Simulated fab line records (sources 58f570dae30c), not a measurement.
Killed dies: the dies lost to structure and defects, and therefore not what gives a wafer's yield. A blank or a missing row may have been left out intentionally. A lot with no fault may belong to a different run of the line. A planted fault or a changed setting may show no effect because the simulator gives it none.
fab line records || flow berkeley_cmos170
[record] {"lots": 15, "wafers": 45, "last_day": 11}
route steps=331 shown NLDD@166
lots with no fault: from the same line, run without faults
start_h: hours from the record's opening day to when the first of the lot's shown wafers began || wait_h: hours since the lot's step before || " same as the row above || L1.1+2: a row that stands for several wafers || - either no value or no given start || * or withheld: withheld || < > ~ a bound
route shown NAME@n: a module of which the file shows steps, and the number in the route of the first || usual: mean and standard deviation over wafers with no fault || same: alike in all rows || chamber/n: place in a boat || sites: per-site readings || _std_site: the standard deviation of these || _edge_site: the outer-site mean with the inner-site mean subtracted || radius_mm: for every site, how far away it sits from the centre of the wafer || mask NAME#n: copy n || behind: tool/chamber where the wafer was last shaped || hold: why the lot was held/for how many hours/how that ended || device: whichever transistor did not switch (one of n, p or np) || end of line: at the end of the route, the tests of the same wafers || for a step that has no rows: nothing shown but its recipe || killed: the dies lost at the first sort to structure and to defects; this is not the yield of the wafer || map: a wafer's dies, x killed, . not, _ none there
set.NAME: the run value of the setting; set.NAME@STEP: its run value at that earlier step || model.NAME: the simulator's own value behind a step, which no gauge read
steps of the route over a sample of lots; a table a step, a row a wafer
services: a tool's chamber out of use, with start hour (start_h, from the record's first day; less than 0 if before it), hours out, and reason
[[steps]]
[step UCB170_NLDD_IMPLANT_08]
[recipe] {"species": "As", "dose_cm2": 5e+13, "energy_kev": 30, "tilt_deg": 7, "rotation_deg": 0}
[usual] {"beam_on_s": "10.01/0.21", "faraday_current_uA": "159/3.3", "rotation_deg": "-0.004/0.02"}
{"lot.wafer": "L590.2", "tool": "implanter-01", "chamber": 0, "start_h": 133.71, "wait_h": 0.0, "beam_on_s": 9.91, "faraday_current_uA": 160, "rotation_deg": 0.001}
{"lot.wafer": "L590.3", "tool": "implanter-01", "chamber": 0, "start_h": 133.71, "wait_h": 0.0, "beam_on_s": 9.75, "faraday_current_uA": 162, "rotation_deg": 0.006}
{"lot.wafer": "L590.4", "tool": "implanter-01", "chamber": 0, "start_h": 133.71, "wait_h": 0.0, "beam_on_s": 10.16, "faraday_current_uA": 155, "rotation_deg": 0.017}
{"lot.wafer": "L591.2", "tool": "implanter-04", "chamber": 0, "start_h": 139.75, "wait_h": 0.0, "beam_on_s": 9.98, "faraday_current_uA": 158, "rotation_deg": 0.005}
{"lot.wafer": "L591.4", "tool": "implanter-04", "chamber": 0, "start_h": 139.75, "wait_h": 0.0, "beam_on_s": 9.92, "faraday_current_uA": 160, "rotation_deg": -0.012}
{"lot.wafer": "L591.6", "tool": "implanter-04", "chamber": 0, "start_h": 139.75, "wait_h": 0.0, "beam_on_s": 10.29, "faraday_current_uA": 154, "rotation_deg": -0.005}
{"lot.wafer": "L593.1", "tool": "implanter-04", "chamber": 0, "start_h": 156.83, "wait_h": 0.0, "beam_on_s": 10.31, "faraday_current_uA": 154, "rotation_deg": -0.019}
{"lot.wafer": "L593.4", "tool": "implanter-04", "chamber": 0, "start_h": 156.83, "wait_h": 0.0, "beam_on_s": 9.92, "faraday_current_uA": 160, "rotation_deg": 0.031}
{"lot.wafer": "L593.6", "tool": "implanter-04", "chamber": 0, "start_h": 156.83, "wait_h": 0.0, "beam_on_s": 9.98, "faraday_current_uA": 159, "rotation_deg": 0.003}
{"lot.wafer": "L594.4", "tool": "implanter-03", "chamber": 0, "start_h": 156.97, "wait_h": 0.1, "beam_on_s": 10.10, "faraday_current_uA": 158, "rotation_deg": -0.008}
{"lot.wafer": "L594.5", "tool": "implanter-03", "chamber": 0, "start_h": 156.97, "wait_h": 0.1, "beam_on_s": 9.99, "faraday_current_uA": 159, "rotation_deg": -0.017}
{"lot.wafer": "L594.6", "tool": "implanter-03", "chamber": 0, "start_h": 156.97, "wait_h": 0.1, "beam_on_s": 10.16, "faraday_current_uA": 156, "rotation_deg": 0.000}
{"lot.wafer": "L599.1", "tool": "implanter-04", "chamber": 0, "start_h": 177.96, "wait_h": 0.0, "beam_on_s": 14.01, "faraday_current_uA": 113, "rotation_deg": -0.026}
{"lot.wafer": "L599.2", "tool": "implanter-04", "chamber": 0, "start_h": 177.96, "wait_h": 0.0, "beam_on_s": 13.65, "faraday_current_uA": 116, "rotation_deg": -0.024}
{"lot.wafer": "L599.3", "tool": "implanter-04", "chamber": 0, "start_h": 177.96, "wait_h": 0.0, "beam_on_s": 14.38, "faraday_current_uA": 110, "rotation_deg": -0.019}
{"lot.wafer": "L598.3", "tool": "implanter-01", "chamber": 0, "start_h": 178.67, "wait_h": 0.1, "beam_on_s": 10.08, "faraday_current_uA": 157, "rotation_deg": 0.007}
{"lot.wafer": "L598.4", "tool": "implanter-01", "chamber": 0, "start_h": 178.67, "wait_h": 0.1, "beam_on_s": 10.23, "faraday_current_uA": 155, "rotation_deg": -0.015}
{"lot.wafer": "L598.5", "tool": "implanter-01", "chamber": 0, "start_h": 178.67, "wait_h": 0.1, "beam_on_s": 9.92, "faraday_current_uA": 160, "rotation_deg": -0.001}
{"lot.wafer": "L603.3", "tool": "implanter-04", "chamber": 0, "start_h": 191.70, "wait_h": 0.1, "beam_on_s": 14.02, "faraday_current_uA": 113, "rotation_deg": -0.030}
{"lot.wafer": "L603.5", "tool": "implanter-04", "chamber": 0, "start_h": 191.70, "wait_h": 0.1, "beam_on_s": 14.39, "faraday_current_uA": 110, "rotation_deg": -0.007}
{"lot.wafer": "L603.6", "tool": "implanter-04", "chamber": 0, "start_h": 191.70, "wait_h": 0.1, "beam_on_s": 14.35, "faraday_current_uA": 111, "rotation_deg": -0.022}
{"lot.wafer": "L601.2", "tool": "implanter-04", "chamber": 0, "start_h": 191.97, "wait_h": 0.1, "beam_on_s": 14.00, "faraday_current_uA": 114, "rotation_deg": 0.004}
{"lot.wafer": "L601.4", "tool": "implanter-04", "chamber": 0, "start_h": 191.97, "wait_h": 0.1, "beam_on_s": 14.07, "faraday_current_uA": 113, "rotation_deg": 0.008}
{"lot.wafer": "L601.5", "tool": "implanter-04", "chamber": 0, "start_h": 191.97, "wait_h": 0.1, "beam_on_s": 13.60, "faraday_current_uA": 116, "rotation_deg": -0.011}
{"lot.wafer": "L607.1", "tool": "implanter-03", "chamber": 0, "start_h": 207.38, "wait_h": 0.0, "beam_on_s": 10.18, "faraday_current_uA": 156, "rotation_deg": -0.021}
{"lot.wafer": "L607.2", "tool": "implanter-03", "chamber": 0, "start_h": 207.38, "wait_h": 0.0, "beam_on_s": 10.06, "faraday_current_uA": 157, "rotation_deg": 0.002}
{"lot.wafer": "L607.3", "tool": "implanter-03", "chamber": 0, "start_h": 207.38, "wait_h": 0.0, "beam_on_s": 9.63, "faraday_current_uA": 164, "rotation_deg": -0.010}
{"lot.wafer": "L604.4", "tool": "implanter-03", "chamber": 0, "start_h": 208.09, "wait_h": 0.1, "beam_on_s": 9.77, "faraday_current_uA": 163, "rotation_deg": 0.003}
{"lot.wafer": "L604.5", "tool": "implanter-03", "chamber": 0, "start_h": 208.09, "wait_h": 0.1, "beam_on_s": 9.79, "faraday_current_uA": 161, "rotation_deg": 0.014}
{"lot.wafer": "L604.6", "tool": "implanter-03", "chamber": 0, "start_h": 208.09, "wait_h": 0.1, "beam_on_s": 9.97, "faraday_current_uA": 159, "rotation_deg": -0.009}
{"lot.wafer": "L605.1", "tool": "implanter-03", "chamber": 0, "start_h": 208.38, "wait_h": 0.0, "beam_on_s": 10.04, "faraday_current_uA": 159, "rotation_deg": -0.020}
{"lot.wafer": "L605.3", "tool": "implanter-03", "chamber": 0, "start_h": 208.38, "wait_h": 0.0, "beam_on_s": 9.87, "faraday_current_uA": 161, "rotation_deg": -0.018}
{"lot.wafer": "L605.5", "tool": "implanter-03", "chamber": 0, "start_h": 208.38, "wait_h": 0.0, "beam_on_s": 10.31, "faraday_current_uA": 154, "rotation_deg": -0.031}
{"lot.wafer": "L606.3", "tool": "implanter-03", "chamber": 0, "start_h": 208.73, "wait_h": 0.2, "beam_on_s": 10.43, "faraday_current_uA": 151, "rotation_deg": -0.005}
{"lot.wafer": "L606.5", "tool": "implanter-03", "chamber": 0, "start_h": 208.73, "wait_h": 0.2, "beam_on_s": 10.10, "faraday_current_uA": 158, "rotation_deg": 0.000}
{"lot.wafer": "L606.6", "tool": "implanter-03", "chamber": 0, "start_h": 208.73, "wait_h": 0.2, "beam_on_s": 10.39, "faraday_current_uA": 153, "rotation_deg": 0.014}
{"lot.wafer": "L608.3", "tool": "implanter-01", "chamber": 0, "start_h": 220.63, "wait_h": 0.1, "beam_on_s": 10.20, "faraday_current_uA": 155, "rotation_deg": -0.022}
{"lot.wafer": "L608.4", "tool": "implanter-01", "chamber": 0, "start_h": 220.63, "wait_h": 0.1, "beam_on_s": 9.95, "faraday_current_uA": 160, "rotation_deg": 0.013}
{"lot.wafer": "L608.6", "tool": "implanter-01", "chamber": 0, "start_h": 220.63, "wait_h": 0.1, "beam_on_s": 10.45, "faraday_current_uA": 151, "rotation_deg": -0.011}
{"lot.wafer": "L610.3", "tool": "implanter-01", "chamber": 0, "start_h": 233.51, "wait_h": 0.1, "beam_on_s": 10.31, "faraday_current_uA": 154, "rotation_deg": -0.018}
{"lot.wafer": "L610.5", "tool": "implanter-01", "chamber": 0, "start_h": 233.51, "wait_h": 0.1, "beam_on_s": 9.92, "faraday_current_uA": 160, "rotation_deg": -0.023}
{"lot.wafer": "L610.6", "tool": "implanter-01", "chamber": 0, "start_h": 233.51, "wait_h": 0.1, "beam_on_s": 9.72, "faraday_current_uA": 163, "rotation_deg": -0.017}
{"lot.wafer": "L612.1", "tool": "implanter-01", "chamber": 0, "start_h": 234.43, "wait_h": 0.0, "beam_on_s": 10.03, "faraday_current_uA": 157, "rotation_deg": -0.002}
{"lot.wafer": "L612.2", "tool": "implanter-01", "chamber": 0, "start_h": 234.43, "wait_h": 0.0, "beam_on_s": 10.05, "faraday_current_uA": 158, "rotation_deg": 0.032}
{"lot.wafer": "L612.6", "tool": "implanter-01", "chamber": 0, "start_h": 234.43, "wait_h": 0.0, "beam_on_s": 10.14, "faraday_current_uA": 157, "rotation_deg": 0.007}
[step UCB170_NLDD_TW_MEAS_11]
[usual] {"NLDD_TW": "2205/24"}
{"lot.wafer": "L590.2", "tool": "film_metro-02", "chamber": "-", "start_h": 134.10, "wait_h": 0.1, "NLDD_TW": 2185}
{"lot.wafer": "L590.3", "tool": "film_metro-02", "chamber": "-", "start_h": 134.10, "wait_h": 0.1, "NLDD_TW": 2185}
{"lot.wafer": "L590.4", "tool": "film_metro-02", "chamber": "-", "start_h": 134.10, "wait_h": 0.1, "NLDD_TW": 2184}
{"lot.wafer": "L591.2", "tool": "film_metro-01", "chamber": "-", "start_h": 140.14, "wait_h": 0.1, "NLDD_TW": 2188}
{"lot.wafer": "L591.4", "tool": "film_metro-01", "chamber": "-", "start_h": 140.14, "wait_h": 0.1, "NLDD_TW": 2175}
{"lot.wafer": "L591.6", "tool": "film_metro-01", "chamber": "-", "start_h": 140.14, "wait_h": 0.1, "NLDD_TW": 2169}
{"lot.wafer": "L593.1", "tool": "film_metro-03", "chamber": "-", "start_h": 157.23, "wait_h": 0.1, "NLDD_TW": 2215}
{"lot.wafer": "L593.4", "tool": "film_metro-03", "chamber": "-", "start_h": 157.23, "wait_h": 0.1, "NLDD_TW": 2214}
{"lot.wafer": "L593.6", "tool": "film_metro-03", "chamber": "-", "start_h": 157.23, "wait_h": 0.1, "NLDD_TW": 2228}
{"lot.wafer": "L594.4", "tool": "film_metro-02", "chamber": "-", "start_h": 157.32, "wait_h": 0.1, "NLDD_TW": 2179}
{"lot.wafer": "L594.5", "tool": "film_metro-02", "chamber": "-", "start_h": 157.32, "wait_h": 0.1, "NLDD_TW": 2176}
{"lot.wafer": "L594.6", "tool": "film_metro-02", "chamber": "-", "start_h": 157.32, "wait_h": 0.1, "NLDD_TW": 2179}
{"lot.wafer": "L599.1", "tool": "film_metro-03", "chamber": "-", "start_h": 178.36, "wait_h": 0.1, "NLDD_TW": 2345}
{"lot.wafer": "L599.2", "tool": "film_metro-03", "chamber": "-", "start_h": 178.36, "wait_h": 0.1, "NLDD_TW": 2335}
{"lot.wafer": "L599.3", "tool": "film_metro-03", "chamber": "-", "start_h": 178.36, "wait_h": 0.1, "NLDD_TW": 2321}
{"lot.wafer": "L598.3", "tool": "film_metro-03", "chamber": "-", "start_h": 179.04, "wait_h": 0.1, "NLDD_TW": 2213}
{"lot.wafer": "L598.4", "tool": "film_metro-03", "chamber": "-", "start_h": 179.04, "wait_h": 0.1, "NLDD_TW": 2216}
{"lot.wafer": "L598.5", "tool": "film_metro-03", "chamber": "-", "start_h": 179.04, "wait_h": 0.1, "NLDD_TW": 2210}
{"lot.wafer": "L603.3", "tool": "film_metro-01", "chamber": "-", "start_h": 192.07, "wait_h": 0.1, "NLDD_TW": 2299}
{"lot.wafer": "L603.5", "tool": "film_metro-01", "chamber": "-", "start_h": 192.07, "wait_h": 0.1, "NLDD_TW": 2287}
{"lot.wafer": "L603.6", "tool": "film_metro-01", "chamber": "-", "start_h": 192.07, "wait_h": 0.1, "NLDD_TW": 2295}
{"lot.wafer": "L601.2", "tool": "film_metro-03", "chamber": "-", "start_h": 192.36, "wait_h": 0.1, "NLDD_TW": 2361}
{"lot.wafer": "L601.4", "tool": "film_metro-03", "chamber": "-", "start_h": 192.36, "wait_h": 0.1, "NLDD_TW": 2356}
{"lot.wafer": "L601.5", "tool": "film_metro-03", "chamber": "-", "start_h": 192.36, "wait_h": 0.1, "NLDD_TW": 2358}
{"lot.wafer": "L607.1", "tool": "film_metro-01", "chamber": "-", "start_h": 207.78, "wait_h": 0.1, "NLDD_TW": 2180}
{"lot.wafer": "L607.2", "tool": "film_metro-01", "chamber": "-", "start_h": 207.78, "wait_h": 0.1, "NLDD_TW": 2182}
{"lot.wafer": "L607.3", "tool": "film_metro-01", "chamber": "-", "start_h": 207.78, "wait_h": 0.1, "NLDD_TW": 2181}
{"lot.wafer": "L604.4", "tool": "film_metro-02", "chamber": "-", "start_h": 208.45, "wait_h": 0.1, "NLDD_TW": 2190}
{"lot.wafer": "L604.5", "tool": "film_metro-02", "chamber": "-", "start_h": 208.45, "wait_h": 0.1, "NLDD_TW": 2181}
{"lot.wafer": "L604.6", "tool": "film_metro-02", "chamber": "-", "start_h": 208.45, "wait_h": 0.1, "NLDD_TW": 2175}
{"lot.wafer": "L605.1", "tool": "film_metro-02", "chamber": "-", "start_h": 208.78, "wait_h": 0.1, "NLDD_TW": 2180}
{"lot.wafer": "L605.3", "tool": "film_metro-02", "chamber": "-", "start_h": 208.78, "wait_h": 0.1, "NLDD_TW": 2185}
{"lot.wafer": "L605.5", "tool": "film_metro-02", "chamber": "-", "start_h": 208.78, "wait_h": 0.1, "NLDD_TW": 2171}
{"lot.wafer": "L606.3", "tool": "film_metro-03", "chamber": "-", "start_h": 209.10, "wait_h": 0.1, "NLDD_TW": 2243}
{"lot.wafer": "L606.5", "tool": "film_metro-03", "chamber": "-", "start_h": 209.10, "wait_h": 0.1, "NLDD_TW": 2225}
{"lot.wafer": "L606.6", "tool": "film_metro-03", "chamber": "-", "start_h": 209.10, "wait_h": 0.1, "NLDD_TW": 2226}
{"lot.wafer": "L608.3", "tool": "film_metro-03", "chamber": "-", "start_h": 221.00, "wait_h": 0.1, "NLDD_TW": 2219}
{"lot.wafer": "L608.4", "tool": "film_metro-03", "chamber": "-", "start_h": 221.00, "wait_h": 0.1, "NLDD_TW": 2223}
{"lot.wafer": "L608.6", "tool": "film_metro-03", "chamber": "-", "start_h": 221.00, "wait_h": 0.1, "NLDD_TW": 2231}
{"lot.wafer": "L610.3", "tool": "film_metro-03", "chamber": "-", "start_h": 233.88, "wait_h": 0.1, "NLDD_TW": 2228}
{"lot.wafer": "L610.5", "tool": "film_metro-03", "chamber": "-", "start_h": 233.88, "wait_h": 0.1, "NLDD_TW": 2228}
{"lot.wafer": "L610.6", "tool": "film_metro-03", "chamber": "-", "start_h": 233.88, "wait_h": 0.1, "NLDD_TW": 2237}
{"lot.wafer": "L612.1", "tool": "film_metro-03", "chamber": "-", "start_h": 234.83, "wait_h": 0.1, "NLDD_TW": 2239}
{"lot.wafer": "L612.2", "tool": "film_metro-03", "chamber": "-", "start_h": 234.83, "wait_h": 0.1, "NLDD_TW": 2239}
{"lot.wafer": "L612.6", "tool": "film_metro-03", "chamber": "-", "start_h": 234.83, "wait_h": 0.1, "NLDD_TW": 2227}
[step UCB170_SDANNEAL_RS_MEAS_05]
[recipe] {"thk_meas_gauge": "four-point-probe"}
[usual] {"NLDD_RS": "616.2/1.5"}
{"lot.wafer": "L590.2", "tool": "film_metro-03", "chamber": "-", "start_h": 142.04, "wait_h": 0.1, "NLDD_RS[ohm/sq]": 614.6}
{"lot.wafer": "L590.3", "tool": "film_metro-03", "chamber": "-", "start_h": 142.04, "wait_h": 0.1, "NLDD_RS[ohm/sq]": 614.5}
{"lot.wafer": "L590.4", "tool": "film_metro-03", "chamber": "-", "start_h": 142.04, "wait_h": 0.1, "NLDD_RS[ohm/sq]": 615.7}
{"lot.wafer": "L591.2", "tool": "film_metro-01", "chamber": "-", "start_h": 155.39, "wait_h": 0.1, "NLDD_RS[ohm/sq]": 614.1}
{"lot.wafer": "L591.4", "tool": "film_metro-01", "chamber": "-", "start_h": 155.39, "wait_h": 0.1, "NLDD_RS[ohm/sq]": 616.5}
{"lot.wafer": "L591.6", "tool": "film_metro-01", "chamber": "-", "start_h": 155.39, "wait_h": 0.1, "NLDD_RS[ohm/sq]": 614.3}
{"lot.wafer": "L593.1", "tool": "film_metro-03", "chamber": "-", "start_h": 172.75, "wait_h": 0.1, "NLDD_RS[ohm/sq]": 615.5}
{"lot.wafer": "L593.4", "tool": "film_metro-03", "chamber": "-", "start_h": 172.75, "wait_h": 0.1, "NLDD_RS[ohm/sq]": 617.4}
{"lot.wafer": "L593.6", "tool": "film_metro-03", "chamber": "-", "start_h": 172.75, "wait_h": 0.1, "NLDD_RS[ohm/sq]": 616.3}
{"lot.wafer": "L594.4", "tool": "film_metro-01", "chamber": "-", "start_h": 173.01, "wait_h": 0.1, "NLDD_RS[ohm/sq]": 615.8}
{"lot.wafer": "L594.5", "tool": "film_metro-01", "chamber": "-", "start_h": 173.01, "wait_h": 0.1, "NLDD_RS[ohm/sq]": 617.1}
{"lot.wafer": "L594.6", "tool": "film_metro-01", "chamber": "-", "start_h": 173.01, "wait_h": 0.1, "NLDD_RS[ohm/sq]": 616.1}
{"lot.wafer": "L599.1", "tool": "film_metro-01", "chamber": "-", "start_h": 188.98, "wait_h": 0.1, "NLDD_RS[ohm/sq]": 539.5}
{"lot.wafer": "L599.2", "tool": "film_metro-01", "chamber": "-", "start_h": 188.98, "wait_h": 0.1, "NLDD_RS[ohm/sq]": 539.0}
{"lot.wafer": "L599.3", "tool": "film_metro-01", "chamber": "-", "start_h": 188.98, "wait_h": 0.1, "NLDD_RS[ohm/sq]": 540.2}
{"lot.wafer": "L598.3", "tool": "film_metro-02", "chamber": "-", "start_h": 189.39, "wait_h": 0.1, "NLDD_RS[ohm/sq]": 615.4}
{"lot.wafer": "L598.4", "tool": "film_metro-02", "chamber": "-", "start_h": 189.39, "wait_h": 0.1, "NLDD_RS[ohm/sq]": 613.9}
{"lot.wafer": "L598.5", "tool": "film_metro-02", "chamber": "-", "start_h": 189.39, "wait_h": 0.1, "NLDD_RS[ohm/sq]": 614.2}
{"lot.wafer": "L603.3", "tool": "film_metro-02", "chamber": "-", "start_h": 203.23, "wait_h": 0.1, "NLDD_RS[ohm/sq]": 539.7}
{"lot.wafer": "L603.5", "tool": "film_metro-02", "chamber": "-", "start_h": 203.23, "wait_h": 0.1, "NLDD_RS[ohm/sq]": 542.3}
{"lot.wafer": "L603.6", "tool": "film_metro-02", "chamber": "-", "start_h": 203.23, "wait_h": 0.1, "NLDD_RS[ohm/sq]": 540.2}
{"lot.wafer": "L601.2", "tool": "film_metro-01", "chamber": "-", "start_h": 203.59, "wait_h": 0.1, "NLDD_RS[ohm/sq]": 541.0}
{"lot.wafer": "L601.4", "tool": "film_metro-01", "chamber": "-", "start_h": 203.59, "wait_h": 0.1, "NLDD_RS[ohm/sq]": 539.3}
{"lot.wafer": "L601.5", "tool": "film_metro-01", "chamber": "-", "start_h": 203.59, "wait_h": 0.1, "NLDD_RS[ohm/sq]": 540.3}
{"lot.wafer": "L607.1", "tool": "film_metro-02", "chamber": "-", "start_h": 218.96, "wait_h": 0.1, "NLDD_RS[ohm/sq]": 617.8}
{"lot.wafer": "L607.2", "tool": "film_metro-02", "chamber": "-", "start_h": 218.96, "wait_h": 0.1, "NLDD_RS[ohm/sq]": 619.0}
{"lot.wafer": "L607.3", "tool": "film_metro-02", "chamber": "-", "start_h": 218.96, "wait_h": 0.1, "NLDD_RS[ohm/sq]": 617.7}
{"lot.wafer": "L605.1", "tool": "film_metro-01", "chamber": "-", "start_h": 219.33, "wait_h": 0.1, "NLDD_RS[ohm/sq]": 618.3}
{"lot.wafer": "L605.3", "tool": "film_metro-01", "chamber": "-", "start_h": 219.33, "wait_h": 0.1, "NLDD_RS[ohm/sq]": 615.7}
{"lot.wafer": "L605.5", "tool": "film_metro-01", "chamber": "-", "start_h": 219.33, "wait_h": 0.1, "NLDD_RS[ohm/sq]": 617.9}
{"lot.wafer": "L604.4", "tool": "film_metro-02", "chamber": "-", "start_h": 219.74, "wait_h": 0.1, "NLDD_RS[ohm/sq]": 616.3}
{"lot.wafer": "L604.5", "tool": "film_metro-02", "chamber": "-", "start_h": 219.74, "wait_h": 0.1, "NLDD_RS[ohm/sq]": 617.2}
{"lot.wafer": "L604.6", "tool": "film_metro-02", "chamber": "-", "start_h": 219.74, "wait_h": 0.1, "NLDD_RS[ohm/sq]": 616.4}
{"lot.wafer": "L606.3", "tool": "film_metro-01", "chamber": "-", "start_h": 219.85, "wait_h": 0.1, "NLDD_RS[ohm/sq]": 618.2}
{"lot.wafer": "L606.5", "tool": "film_metro-01", "chamber": "-", "start_h": 219.85, "wait_h": 0.1, "NLDD_RS[ohm/sq]": 617.7}
{"lot.wafer": "L606.6", "tool": "film_metro-01", "chamber": "-", "start_h": 219.85, "wait_h": 0.1, "NLDD_RS[ohm/sq]": 618.6}
{"lot.wafer": "L608.3", "tool": "film_metro-03", "chamber": "-", "start_h": 232.82, "wait_h": 0.1, "NLDD_RS[ohm/sq]": 615.7}
{"lot.wafer": "L608.4", "tool": "film_metro-03", "chamber": "-", "start_h": 232.82, "wait_h": 0.1, "NLDD_RS[ohm/sq]": 617.1}
{"lot.wafer": "L608.6", "tool": "film_metro-03", "chamber": "-", "start_h": 232.82, "wait_h": 0.1, "NLDD_RS[ohm/sq]": 616.8}
{"lot.wafer": "L610.3", "tool": "film_metro-01", "chamber": "-", "start_h": 242.18, "wait_h": 0.1, "NLDD_RS[ohm/sq]": 614.8}
{"lot.wafer": "L610.5", "tool": "film_metro-01", "chamber": "-", "start_h": 242.18, "wait_h": 0.1, "NLDD_RS[ohm/sq]": 613.0}
{"lot.wafer": "L610.6", "tool": "film_metro-01", "chamber": "-", "start_h": 242.18, "wait_h": 0.1, "NLDD_RS[ohm/sq]": 614.4}
{"lot.wafer": "L612.1", "tool": "film_metro-02", "chamber": "-", "start_h": 250.92, "wait_h": 0.1, "NLDD_RS[ohm/sq]": 615.4}
{"lot.wafer": "L612.2", "tool": "film_metro-02", "chamber": "-", "start_h": 250.92, "wait_h": 0.1, "NLDD_RS[ohm/sq]": 614.5}
{"lot.wafer": "L612.6", "tool": "film_metro-02", "chamber": "-", "start_h": 250.92, "wait_h": 0.1, "NLDD_RS[ohm/sq]": 616.6}
[[services]]
{"tool": "implanter-01", "chamber": "-", "start_h": 135.05, "hours": 25.3, "kind": "pm"}
{"tool": "implanter-01", "chamber": "-", "start_h": 161.74, "hours": 9.2, "kind": "pm"}
{"tool": "implanter-03", "chamber": "-", "start_h": 189.35, "hours": 4.5, "kind": "pm"}
{"tool": "implanter-01", "chamber": "-", "start_h": 198.21, "hours": 1.3, "kind": "repair"}
{"tool": "implanter-04", "chamber": "-", "start_h": 204.36, "hours": 8.1, "kind": "pm"}
{"tool": "implanter-01", "chamber": "-", "start_h": 207.51, "hours": 4.8, "kind": "pm"}
{"tool": "implanter-04", "chamber": "-", "start_h": 216.08, "hours": 8.9, "kind": "repair"}
[[key]]
[first_sign] {"step": "UCB170_NLDD_IMPLANT_08", "reading": "beam_on_s", "direction": "up", "sigmas": 19, "usual": 10.01, "struck": 14.05}
[effect] {"step": "UCB170_NLDD_IMPLANT_08", "reading": "faraday_current_uA", "direction": "down", "sigmas": 14, "usual": 159, "struck": 113}
[effect] {"step": "UCB170_NLDD_TW_MEAS_11", "reading": "NLDD_TW", "direction": "up", "sigmas": 5.1, "usual": 2205, "struck": 2329}
[effect] {"step": "UCB170_SDANNEAL_RS_MEAS_05", "reading": "NLDD_RS", "direction": "down", "sigmas": 52, "usual": 616.2, "struck": 540.2}
met_at UCB170_NLDD_IMPLANT_08
struck_lots L599,L601,L603
tester_left_out L599,L601,L603
onset_between 156.83 177.96
[fault] {"kind": "process_parameter_drift", "tool": "implanter-04", "chamber": "-", "onset_h": 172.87, "steps": "UCB170_NLDD_IMPLANT_08", "channel": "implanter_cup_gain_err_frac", "offset": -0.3, "shape": "step", "end_h": 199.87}
// tester_left_out: of these lots the tester's yield and bins aren't shown, on N5 and GAA mostly nor the transistor test; their killed dies are dies lost to structure and defects alone, not to doping, threshold or leakage, so they don't give the yield
